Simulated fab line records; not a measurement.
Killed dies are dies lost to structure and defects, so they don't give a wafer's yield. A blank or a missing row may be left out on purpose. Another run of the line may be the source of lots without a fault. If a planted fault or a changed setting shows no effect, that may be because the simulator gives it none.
A struck lot beside a sound one    flow rit_cmos    20 out of 202 route steps
Sound: wafers L343.1, L343.2, L343.4. The struck wafers were L349.1, L349.2, L349.3. The cause comes at the end.
For every step that has rows: the tool of each side, followed by ch and its chambers, followed by its first start. Under that, the readings that differ: sound wafers    struck wafers    difference of the means    sigmas: that difference in standard deviations of wafers without a fault.
alike: readings with means less than 2 such deviations apart, plus words and numbers identical on both sides. not compared: withheld readings, readings lacking a value on some wafer, bounds such as >300 that could conceal the same value, and numbers that have no deviation in the record and whose values overlap.
A row with sigmas, a row that says differs or no value, or rows on one side alone: a step with any of these is where the two part. Numbers that have no deviation but don't overlap get no sigmas and don't part them. A reading that every wafer of one side lacks parts them only if that side has two wafers or more.

first, 4 steps without rows for these wafers: RIT_ACTIVE_SOFTBAKE_07 (time 60 s); RIT_ACTIVE_EXPOSE_08 (exposes mask M1, target cd 1400 nm); RIT_ACTIVE_PEB_09; RIT_ACTIVE_DEVELOP_10 (develop time 50 s).
RIT_ACTIVE_CD_MEAS_11: target cd 1400 nm.
  struck on cd_sem-02, day 3 06:26; sound on cd_sem-02, day 2 00:26
  alike: cd_nm
then, 1 step without rows for these wafers: RIT_ACTIVE_HARDBAKE_12 (time 60 s).
RIT_ACTIVE_ETCH_13: etches Si3N4 in SF6, stops on SiO2, time 210 s, target depth 210 nm.
  sound on rie_diel-02 ch 0,1,3, day 2 00:43; struck on rie_diel-03 ch 1,2,3, day 3 06:43
  alike: drypump_motor_current_A, oes_product_au, throttle_valve_pct
  not compared: rf_hours_counter_h
RIT_ACTIVE_STRIP_14: strips in O2, time 180 s.
  sound on plasma_asher-01 ch 0,1, day 2 00:50; struck on plasma_asher-01 ch 0,1, day 3 06:50
  alike: drypump_motor_current_A
  not compared: rf_hours_counter_h
RIT_ACTIVE_CD_MEAS_90: target cd 1400 nm.
  struck on cd_sem-01, day 3 07:01; sound on cd_sem-01, day 2 01:01
  alike: cd_nm
then, 3 steps without rows for these wafers: RIT_ACTIVE_CLEAN_15 (cleans in SC1, time 600 s); RIT_ACTIVE_CLEAN_16 (cleans in dHF, time 30 s); RIT_ACTIVE_CLEAN_17 (cleans in SC2, time 600 s).
RIT_FOX1_OXIDATION_00: target thk 350.7 nm, ox time 1130 s.
  sound on furnace-04 ch 0, day 2 01:30; struck on furnace-03 ch 0, day 3 07:41
reading                                      sound              struck             difference  sigmas
ox_time_s (s)                                1130 1130 1130     508.5 508.5 508.5  -621.5      
model.SiO2_of_FOX1_OXIDATION_00.thk_nm (nm)  352.7 353.5 349.8  209.9 211.3 207.8  -142.3      
model.Si3N4_of_ACTIVE_CVD_03.thk_nm (nm)     141.6 139.3 141.4  145.9 144.6 145.3  +4.5        
  alike: ox_temp_c_max
RIT_FOX1_THK_MEAS_01:
  struck on film_metro-04, day 3 09:01; sound on film_metro-02, day 2 02:49
reading              sound        struck       difference  sigmas
FOX1_OXIDE_THK (nm)  353 354 350  210 211 208  -143        -19
then, 2 steps without rows for these wafers: RIT_FOX1_WET_ETCH_02 (etches SiO2 in BOE, target depth 350 nm, time 390 s); RIT_FOX2_OXIDATION_00 (target thk 350.7 nm, ox time 1130 s).
RIT_FOX2_THK_MEAS_01:
  struck on film_metro-01, day 3 10:30; sound on film_metro-04, day 2 04:19
  alike: FOX2_OXIDE_THK
RIT_FOX2_CLEAN_02: cleans in dHF, time 180 s.
  sound on wet_bench-02 ch 1, day 2 04:22; struck on wet_bench-03 ch 1, day 3 10:34
reading                                   sound              struck             difference  sigmas
model.Si3N4_of_ACTIVE_CVD_03.thk_nm (nm)  129.7 127.5 129.5  134.2 132.8 133.5  +4.6        
then, 1 step without rows for these wafers: RIT_FOX2_WET_ETCH_03 (etches Si3N4 in H3PO4, target depth 195 nm, time 2700 s).
RIT_M1_PROBE_99:
  struck on prober-01, day 5 02:45; sound on prober-02, day 3 19:27
reading                              sound                struck               difference  sigmas
model.etest.nplus_sal.width_nm (nm)  3449 3432 3440       3607 3547 3596       +143        
model.etest.pplus_sal.width_nm (nm)  3456 3444 3450       3585 3578 3583       +132        
model.etest.pldd.width_nm (nm)       3187 3204 3197       3279 3269 3272       +77         
model.etest.nldd.width_nm (nm)       3191 3186 3164       3270 3257 3273       +86         
model.etest.nmos_narrow.drive_ua_um  238.2 234.9 238.4    242.2 240.8 250.1    +7.2        
model.etest.pmos_narrow.drive_ua_um  107 106 108.8        109.7 109.3 113.1    +3.4        
model.etest.field_p_metal.vt_v (V)   -28.32 -28.4 -29.37  -30.69 -30.95 -30.7  -2.08       
model.etest.field_p.vt_v (V)         -12.49 -12.3 -12.45  -13.63 -13.6 -13.61  -1.20       
  alike: killed_at_M0_to_M3, killed_at_contacts, killed_at_front_end, killed_dies, killed_open, killed_short

WHERE THEY PART
At RIT_FOX1_THK_MEAS_01 and nowhere else, as far as this record goes. Later steps at which nothing parts them and some readings are alike: RIT_FOX2_THK_MEAS_01, RIT_M1_PROBE_99.

WHY: what had been put in by the simulator
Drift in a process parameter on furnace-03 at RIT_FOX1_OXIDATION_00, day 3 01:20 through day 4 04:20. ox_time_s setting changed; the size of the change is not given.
